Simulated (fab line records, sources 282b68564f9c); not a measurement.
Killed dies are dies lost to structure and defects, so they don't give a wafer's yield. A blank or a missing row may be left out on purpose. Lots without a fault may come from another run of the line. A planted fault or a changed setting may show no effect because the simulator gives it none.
Which tool did it? | flow rit_cmos | 14 lots, 42 wafers sampled, at 2 steps of a route of 202

WHAT THE GAUGES READ, wafer by wafer
The record holds no reading of a measuring or inspecting step that can be judged against a usual standard deviation.

WHICH TOOL RAN EACH LOT (tool, then ch and the chambers of the sampled wafers, then the start)
lot  | RIT_WELLDRIVE_ANNEAL_00                                       | RIT_M1_PROBE_99
L637 | furnace-03 ch 0, day 2 09:47                                  | -
L639 | furnace-03 ch 0, day 2 16:25                                  | prober-01, day 4 03:37
L640 | furnace-03 ch 0, day 3 00:01                                  | -
L641 | furnace-03 ch 0, day 3 05:05                                  | -
L642 | furnace-01 ch 0, day 3 07:05                                  | -
L643 | furnace-01 ch 0, day 3 12:11                                  | -
L644 | furnace-03 ch 0, day 3 19:03                                  | -
L645 | furnace-03 ch 0, day 4 02:04                                  | -
L647 | furnace-03 ch 0, day 4 10:54                                  | -
L648 | furnace-01 ch 0, day 4 15:47 and furnace-04 ch 0, day 4 21:13 | prober-02, day 6 21:25
L649 | furnace-03 ch 0, day 4 16:22                                  | -
L650 | furnace-03 ch 0, day 4 23:59                                  | prober-02, day 7 03:50
L651 | furnace-03 ch 0, day 5 05:19                                  | -
L654 | furnace-01 ch 0, day 6 02:47                                  | -
- RIT_WELLDRIVE_ANNEAL_00: time 14700 s.
- RIT_M1_PROBE_99

WHAT THE TOOLS THEMSELVES READ (means of the sampled wafers that have a number; where no wafer has one, the mark that the record gives instead)
RIT_WELLDRIVE_ANNEAL_00.
lot  | tool                  | tube_center_temp_C (C)
L637 | furnace-03            | 1100
L639 | furnace-03            | 1100
L640 | furnace-03            | 1100
L641 | furnace-03            | 1100
L642 | furnace-01            | 1100
L643 | furnace-01            | 1100
L644 | furnace-03            | 1100
L645 | furnace-03            | 1100
L647 | furnace-03            | 1100
L648 | furnace-01/furnace-04 | 1100
L649 | furnace-03            | 1100
L650 | furnace-03            | 1100
L651 | furnace-03            | 1100
L654 | furnace-01            | 1100

RIT_M1_PROBE_99.
lot  | tool      | killed_at_contacts | killed_at_front_end | killed_dies | killed_open | killed_short
L639 | prober-01 | 0.0                | 7.7                 | 7.7         | 4.0         | 3.7
L648 | prober-02 | 0.0                | 8.3                 | 8.3         | 3.7         | 4.7
L650 | prober-02 | 0.3                | 8.3                 | 8.7         | 3.7         | 5.0

THE ANSWER, worked out from the rows above alone
Rule: what is usual is taken from the lots themselves. Put in order of their means at a reading, lots are off if they are a third of the lots or fewer, leave a main group of 4 or more, and stand apart from it by a gap of 3 or more times the standard deviation of the main group's means; of several such gaps the widest counts. A main group whose means are all the same, to the digits that the tables above print for the reading, isn't used. A lot without any number at a reading at which 4 lots or more have one is off too. The other lots that the step has rows for count as sound. The gauges are gone through in route order, then the tools' own readings, and for those a lot's mean is taken as printed above. The first step at which some lot is off is used, and at that step the reading that is off furthest; a lot without a number counts as furthest.
No lot is off at any reading shown: from this, nothing can be told.

WHAT THE SIMULATOR HAD PUT IN
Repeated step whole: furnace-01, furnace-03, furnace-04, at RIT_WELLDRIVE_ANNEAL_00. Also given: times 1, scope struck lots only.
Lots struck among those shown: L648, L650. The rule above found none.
